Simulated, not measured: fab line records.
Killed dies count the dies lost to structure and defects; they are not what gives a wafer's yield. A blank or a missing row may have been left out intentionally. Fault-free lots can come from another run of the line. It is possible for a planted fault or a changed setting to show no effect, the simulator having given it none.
Comparing a struck lot with a sound one -- flow berkeley-cmos170 -- 14 steps out of a route of 331
Sound: these wafers, L376.1, L376.3, L376.5. The struck wafers were L381.4, L381.5, L381.6. The cause is named last.
Per side, at each step with rows, come the tool, then ch with its chambers, and then its first start. Under that, the readings that differ: sound wafers -- struck wafers -- difference of the means -- sigmas: that difference in standard deviations of wafers without a fault.
alike: words and numbers the same on both sides, and readings whose means are apart by under 2 such deviations; not compared: readings that were withheld, readings missing a value for some wafer, numbers with overlapping values and no deviation given by the record, and bounds like >300 which may hide the same value.
A row with sigmas, a row that says differs or no value, or rows on one side alone: a step with any of these is where the two part. When numbers do not overlap yet have no deviation, they are printed without sigmas and do not part them. Lack of a reading on every wafer of one side parts them only where that side has two or more wafers.

first, 1 step without rows for these wafers: UCB170_CONTACT_SOFTBAKE_05 (time 60 s).
UCB170_CONTACT_STRIP_06: strips in O2.
  sound on plasma-asher-01 ch 0, day 9 10:23; struck on plasma-asher-02 ch 0,1, day 10 03:49
  alike: drypump-motor-current-A, oes-product-au, strip-time-to-endpoint-s
  not compared: rf-hours-counter-h
then, 1 step without rows for these wafers: UCB170_CONTACT_CLEAN_07 (cleans in SPM, time 600 s).
UCB170_CONTACT_RTA_08: time 10 s.
  sound on rtp-anneal-01 ch 0, day 9 10:40; struck on rtp-anneal-01 ch 0, day 10 04:06
  alike: lamp-power-pct, wafer_temp_C_max
then, 6 steps without rows for these wafers: UCB170_CONTACT_COAT_09; UCB170_CONTACT_COAT_10 (resist thk 900 nm); UCB170_CONTACT_SOFTBAKE_11 (time 60 s); UCB170_CONTACT_EXPOSE_12 (exposes mask CONT, target cd 700 nm); UCB170_CONTACT_PEB_13; UCB170_CONTACT_DEVELOP_14 (develop time 45 s).
UCB170_CONTACT_CD_MEAS_15 targets a cd of 700 nm.
  struck on cd-sem-01, day 10 06:38; sound on cd-sem-01, day 9 13:01
  alike: cd-nm
UCB170_CONTACT_OVL_MEAS_16:
  struck on overlay-02, day 10 06:43; sound on overlay-01, day 9 13:08
reading,sound,struck,difference,sigmas
CONTACT_OVL (nm),10 7 6,-7 -6 -3,-13,-2
UCB170_CONTACT_ETCH_17: etches BARC in N2/H2.
  sound on rie-diel-01 ch 0,1,2, day 9 13:10; struck on rie-diel-01 ch 1,2,3, day 10 06:45
reading,sound,struck,difference,sigmas
bias-w (W),99.93 99.07 99.76,100.52 100.40 100.41,+0.86,+3
oes-product-au (a.u.),1.001 0.997 1.019,0.870 0.895 0.837,-0.138,-9
  alike: drypump-motor-current-A, throttle-valve-pct
UCB170_CONTACT_ETCH_18: etches PSG in CHF3/CF4/Ar, stops on TiSi2, target depth 840 nm, time 195 s.
  sound: rie-diel-01 ch 0,1,2; struck: rie-diel-01 ch 1,2,3
  alike: CHF3_flow_sccm, cf4-flow-sccm, drypump-motor-current-A, oes-product-au, throttle-valve-pct
  not compared: rf-hours-counter-h

== WHERE THEY PART ==
At UCB170_CONTACT_OVL_MEAS_16 first; at UCB170_CONTACT_ETCH_17 last (within this record only). Later steps at which nothing parts them and some readings are alike: UCB170_CONTACT_ETCH_18.

WHY: whatever the simulator had introduced
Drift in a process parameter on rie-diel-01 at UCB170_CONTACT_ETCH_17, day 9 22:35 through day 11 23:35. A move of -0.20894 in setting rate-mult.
